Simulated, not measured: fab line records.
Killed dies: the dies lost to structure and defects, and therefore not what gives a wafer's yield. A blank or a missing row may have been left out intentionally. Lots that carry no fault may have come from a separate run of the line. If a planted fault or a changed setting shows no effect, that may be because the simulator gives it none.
fab line records -- flow berkeley-cmos170 -- part 2 of 2: steps 27 to 36 of 36
[record] lots = 5, wafers = 15, last-day = 12
route steps=331 shown PSD@183 NSD@187 BACKSIDE@199 SDANNEAL@204 PLDD@208 NLDD@209 SILICIDE@210 CONTACT@216
lots that met no fault: from a run of the same line without faults
start-h: start of the lot's first displayed wafer, in hours after the record's first day -- wait-h: time in hours since the lot's previous step -- " same as the row above -- L1.1+2: one row covering several wafers at once -- - no value, or no start was given -- * or withheld: withheld -- < > ~ a bound
route shown NAME@n: NAME is a module with steps in the file, n the number in the route of the first one -- usual: mean/standard deviation taken from wafers without a fault -- same: alike in all rows -- chamber/n: place in a boat -- sites: readings site by site -- _std_site: the values' standard deviation -- _edge_site: inner sites' mean taken away from outer sites' mean -- radius-mm: how far each site lies from the wafer's centre -- mask NAME#n: copy n -- behind: the most recent tool/chamber to have shaped the wafer -- hold: what put the lot on hold/how long, in hours/how the hold closed -- device: whichever transistor did not switch (one of n, p or np) -- end of line: tests of these same wafers at the route's end -- a step given without rows: its recipe and nothing more -- killed: dies that structure and defects cost at the first sort, which is not the same as the wafer's yield -- map: the dies of a wafer, with x for killed, . for not killed, _ for no die there
set.NAME: the setting the step ran with; set.NAME@STEP: the setting that earlier step ran with -- model.NAME: the simulator's own value behind a step, which no gauge read
certain route steps with their lots: each step a table, each wafer a row
services: from which hour (start-h, from the record's first day; less than 0 if before it) a tool's chamber was out of use, for how many hours, and why
[[steps]]
[step UCB170_SDANNEAL_RS_MEAS_05]
[recipe] thk-meas-gauge = four-point-probe
[usual] NLDD_RS = 616.1/1.6
lot.wafer,tool,chamber,start-h,wait-h,NLDD_RS[ohm/sq]
L076.1,film-metro-03,-,174.39,0.1,616.9
L076.4,film-metro-03,-,174.39,0.1,615.2
L076.6,film-metro-03,-,174.39,0.1,615.7
L081.2,film-metro-01,-,200.72,0.1,614.7
L081.4,film-metro-01,-,200.72,0.1,614.4
L081.6,film-metro-01,-,200.72,0.1,615.1
L086.1,film-metro-04,-,204.90,0.1,615.7
L086.2,film-metro-04,-,204.90,0.1,616.0
L086.3,film-metro-04,-,204.90,0.1,614.7
L094.2,film-metro-01,-,257.78,0.1,614.5
L094.3,film-metro-01,-,257.78,0.1,613.9
L094.5,film-metro-01,-,257.78,0.1,614.4
L093.1,film-metro-03,-,259.37,0.1,619.3
L093.5,film-metro-03,-,259.37,0.1,619.4
L093.6,film-metro-03,-,259.37,0.1,618.1
[step UCB170_SILICIDE_PRE_CLEAN_00]
[recipe] gas = Ar, preclean-etch-time-s = 60
[same] preclean-etch-time-s = 60
lot.wafer,tool,chamber,start-h,wait-h
L076.1+4+6,pvd-sputter-02,-,174.51,0.1
L081.2+4+6,pvd-sputter-04,-,200.82,0.1
L086.1+2+3,pvd-sputter-03,-,205.02,0.1
L094.2+3+5,pvd-sputter-02,-,257.88,0.1
L093.1+5+6,pvd-sputter-02,-,259.49,0.1
[step UCB170_SILICIDE_SPUTTER_01]
[recipe] material = Ti, target-thk-nm = 30, time-s = 25, power-w = 1500, chamber-pressure-pa = 0.5
[usual] throttle-valve-pct = 30.3/0.85
lot.wafer,tool,chamber,start-h,wait-h,throttle-valve-pct
L076.1,pvd-sputter-02,-,174.58,0.0,30.7
L076.4,pvd-sputter-02,-,174.58,0.0,30.0
L076.6,pvd-sputter-02,-,174.58,0.0,30.3
L081.2,pvd-sputter-04,-,200.88,0.0,30.8
L081.4,pvd-sputter-04,-,200.88,0.0,31.0
L081.6,pvd-sputter-04,-,200.88,0.0,30.7
L086.1,pvd-sputter-03,-,205.09,0.0,28.8
L086.2,pvd-sputter-03,-,205.09,0.0,30.7
L086.3,pvd-sputter-03,-,205.09,0.0,31.9
L094.2,pvd-sputter-02,-,257.95,0.0,30.9
L094.3,pvd-sputter-02,-,257.95,0.0,30.0
L094.5,pvd-sputter-02,-,257.95,0.0,30.5
L093.1,pvd-sputter-02,-,259.56,0.0,30.0
L093.5,pvd-sputter-02,-,259.56,0.0,30.7
L093.6,pvd-sputter-02,-,259.56,0.0,30.4
[step UCB170_SILICIDE_RS_MEAS_02]
[recipe] thk-meas-gauge = four-point-probe, reads = Ti_of_SILICIDE_SPUTTER_01
[usual] SILICIDE_TI_RS = 26.1/0.34
lot.wafer,tool,chamber,start-h,wait-h,SILICIDE_TI_RS[ohm/sq]
L076.1,film-metro-04,-,174.61,0.0,26.9
L076.4,film-metro-04,-,174.61,0.0,26.2
L076.6,film-metro-04,-,174.61,0.0,26.6
L081.2,film-metro-02,-,200.93,0.0,25.7
L081.4,film-metro-02,-,200.93,0.0,25.9
L081.6,film-metro-02,-,200.93,0.0,25.6
L086.1,film-metro-02,-,205.12,0.0,26.2
L086.2,film-metro-02,-,205.12,0.0,25.9
L086.3,film-metro-02,-,205.12,0.0,25.7
L094.2,film-metro-02,-,258.00,0.0,26.2
L094.3,film-metro-02,-,258.00,0.0,26.3
L094.5,film-metro-02,-,258.00,0.0,26.4
L093.1,film-metro-02,-,259.59,0.0,26.3
L093.5,film-metro-02,-,259.59,0.0,26.3
L093.6,film-metro-02,-,259.59,0.0,26.6
[step UCB170_SILICIDE_THK_MEAS_03]
[recipe] thk-meas-gauge = xrf, reads = Ti_of_SILICIDE_SPUTTER_01
[usual] SILICIDE_TI_THK = 29.6/0.36
lot.wafer,tool,chamber,start-h,wait-h,SILICIDE_TI_THK[nm]
L076.1,film-metro-04,-,174.73,0.1,28.9
L076.4,film-metro-04,-,174.73,0.1,29.6
L076.6,film-metro-04,-,174.73,0.1,29.2
L081.2,film-metro-02,-,201.04,0.1,30.0
L081.4,film-metro-02,-,201.04,0.1,29.9
L081.6,film-metro-02,-,201.04,0.1,30.0
L086.1,film-metro-02,-,205.24,0.1,29.7
L086.2,film-metro-02,-,205.24,0.1,30.0
L086.3,film-metro-02,-,205.24,0.1,30.2
L094.2,film-metro-02,-,258.11,0.1,29.4
L094.3,film-metro-02,-,258.11,0.1,29.2
L094.5,film-metro-02,-,258.11,0.1,29.2
L093.1,film-metro-02,-,259.71,0.1,29.2
L093.5,film-metro-02,-,259.71,0.1,29.2
L093.6,film-metro-02,-,259.71,0.1,29.0
[step UCB170_SILICIDE_RTA_04]
[recipe] temp-c = 650, time-s = 15, ambient = N2
[usual] lamp-power-pct = 11.2/0.6, wafer_temp_C_max = 653.0/0.6
lot.wafer,tool,chamber,start-h,wait-h,lamp-power-pct,wafer_temp_C_max
L076.1,rtp-anneal-02,0,174.79,0.1,11.7,653.6
L076.4,rtp-anneal-02,0,174.79,0.1,11.7,652.4
L076.6,rtp-anneal-02,0,174.79,0.1,11.7,653.1
L081.2,rtp-anneal-01,0,201.11,0.1,10.5,652.5
L081.4,rtp-anneal-01,0,201.11,0.1,10.4,652.8
L081.6,rtp-anneal-01,0,201.11,0.1,10.5,653.0
L086.1,rtp-anneal-02,0,205.30,0.1,11.7,652.0
L086.2,rtp-anneal-02,0,205.30,0.1,11.7,652.6
L086.3,rtp-anneal-02,0,205.30,0.1,11.7,652.8
L094.2,rtp-anneal-02,0,258.17,0.1,11.7,652.7
L094.3,rtp-anneal-02,0,258.17,0.1,11.7,653.3
L094.5,rtp-anneal-02,0,258.17,0.1,11.7,653.5
L093.1,rtp-anneal-02,0,259.77,0.1,11.7,653.1
L093.5,rtp-anneal-02,0,259.77,0.1,11.7,653.7
L093.6,rtp-anneal-02,0,259.77,0.1,11.7,654.0
[step UCB170_SILICIDE_WET_ETCH_05]
[recipe] chemistry = SPM, time-s = 45, temp-c = 120, target = Ti
[usual] bath-heat-duty-pct = 13.6/1.8, temp-c = 120.03/0.13
lot.wafer,tool,chamber,start-h,wait-h,bath-heat-duty-pct,temp-c
L076.1,wet-bench-01,1,174.87,0.1,13.8,119.77
L076.4,wet-bench-01,1,174.87,0.1,13.2,119.67
L076.6,wet-bench-01,1,174.87,0.1,13.2,119.79
L081.2,wet-bench-01,2,201.17,0.1,12.6,120.01
L081.4,wet-bench-01,2,201.17,0.1,14.4,120.10
L081.6,wet-bench-01,2,201.17,0.1,13.4,119.98
L086.1,wet-bench-01,1,205.37,0.1,13.9,120.03
L086.2,wet-bench-01,1,205.37,0.1,13.9,120.00
L086.3,wet-bench-01,1,205.37,0.1,13.9,120.08
L094.2,wet-bench-02,3,258.23,0.1,16.7,120.12
L094.3,wet-bench-02,3,258.23,0.1,16.5,119.89
L094.5,wet-bench-02,3,258.23,0.1,14.6,120.10
L093.1,wet-bench-02,0,259.85,0.1,14.7,120.24
L093.5,wet-bench-02,0,259.85,0.1,15.7,120.18
L093.6,wet-bench-02,0,259.85,0.1,14.5,120.13
[step UCB170_CONTACT_CLEAN_00]
[recipe] chemistry = SPM, temp-c = 120, time-s = 600
[usual] bath-heat-duty-pct = 13.5/1.7, temp-c = 119.99/0.13
lot.wafer,tool,chamber,start-h,wait-h,bath-heat-duty-pct,temp-c
L076.1,wet-bench-01,0,174.89,0.0,13.0,119.94
L076.4,wet-bench-01,0,174.89,0.0,12.8,119.97
L076.6,wet-bench-01,0,174.89,0.0,10.9,119.81
L081.2,wet-bench-02,0,201.19,0.0,15.3,120.17
L081.4,wet-bench-02,0,201.19,0.0,15.3,119.92
L081.6,wet-bench-02,0,201.19,0.0,15.7,120.06
L086.1,wet-bench-02,1,205.39,0.0,13.5,120.06
L086.2,wet-bench-02,1,205.39,0.0,13.2,120.24
L086.3,wet-bench-02,1,205.39,0.0,12.7,120.28
L094.2,wet-bench-02,2,258.25,0.0,11.2,120.00
L094.3,wet-bench-02,2,258.25,0.0,13.9,119.98
L094.5,wet-bench-02,2,258.25,0.0,11.9,119.90
L093.1,wet-bench-02,1,259.87,0.0,14.0,120.01
L093.5,wet-bench-02,1,259.87,0.0,12.3,119.87
L093.6,wet-bench-02,1,259.87,0.0,12.1,120.09
[step UCB170_CONTACT_CVD_01]
[recipe] material = PSG, target-thk-nm = 700, temp-c = 450, precursor = SiH4/O2/PH3, time-s = 2820, pressure-mtorr = 300, sih4-flow-sccm = 60, o2-flow-sccm = 90, ph3-flow-sccm = 25
[usual] susceptor-temp-C = 450.00/0.21
lot.wafer,tool,chamber,start-h,wait-h,susceptor-temp-C
L076.1,lpcvd-01,1,175.08,0.0,450.04
L076.4,lpcvd-01,1,175.08,0.0,449.99
L076.6,lpcvd-01,1,175.08,0.0,449.85
L081.2,lpcvd-01,0,201.38,0.0,449.88
L081.4,lpcvd-01,0,201.38,0.0,450.11
L081.6,lpcvd-01,0,201.38,0.0,450.07
L086.1,lpcvd-01,1,206.73,1.1,449.98
L086.2,lpcvd-01,1,206.73,1.1,450.40
L086.3,lpcvd-01,1,206.73,1.1,449.87
L094.2,lpcvd-01,0,258.43,0.0,449.92
L094.3,lpcvd-01,0,258.43,0.0,449.99
L094.5,lpcvd-01,0,258.43,0.0,450.02
L093.1,lpcvd-02,1,260.04,0.0,450.06
L093.5,lpcvd-02,1,260.04,0.0,450.02
L093.6,lpcvd-02,1,260.04,0.0,450.17
[step UCB170_CONTACT_THK_MEAS_02]
[recipe] reads = PSG_of_CONTACT_CVD_01
[usual] CONTACT_PSG_THK = 702/5.7
lot.wafer,tool,chamber,start-h,wait-h,CONTACT_PSG_THK[nm]
L076.1,film-metro-02,-,176.87,0.0,699
L076.4,film-metro-02,-,176.87,0.0,703
L076.6,film-metro-02,-,176.87,0.0,699
L081.2,film-metro-02,-,203.17,0.0,699
L081.4,film-metro-02,-,203.17,0.0,701
L081.6,film-metro-02,-,203.17,0.0,692
L086.1,film-metro-04,-,208.51,0.0,699
L086.2,film-metro-04,-,208.51,0.0,706
L086.3,film-metro-04,-,208.51,0.0,695
L094.2,film-metro-02,-,261.11,0.0,717
L094.3,film-metro-02,-,261.11,0.0,712
L094.5,film-metro-02,-,261.11,0.0,712
L093.1,film-metro-02,-,261.83,0.0,699
L093.5,film-metro-02,-,261.83,0.0,693
L093.6,film-metro-02,-,261.83,0.0,697
[[services]]
tool,chamber,start-h,hours,kind
lpcvd-02,-,148.83,0.5,repair
krf-scanner-01,-,149.13,1.3,pm
krf-scanner-02,-,154.60,1.0,pm
pvd-sputter-04,-,159.37,0.6,repair
implanter-01,-,160.28,3.7,pm
krf-scanner-02,0,160.73,-,calibration
implanter-01,-,173.82,3.3,pm
lpcvd-01,-,195.75,0.6,repair
krf-scanner-02,-,203.74,0.8,pm
rtp-anneal-01,-,206.38,0.3,repair
wet-bench-04,-,210.07,35.0,repair
implanter-03,-,212.52,3.9,pm
plasma-asher-01,-,219.53,4.8,repair
plasma-asher-02,-,223.58,2.8,repair
implanter-02,-,238.13,5.5,pm
implanter-04,-,238.79,2.3,repair
implanter-02,-,243.59,3.2,pm
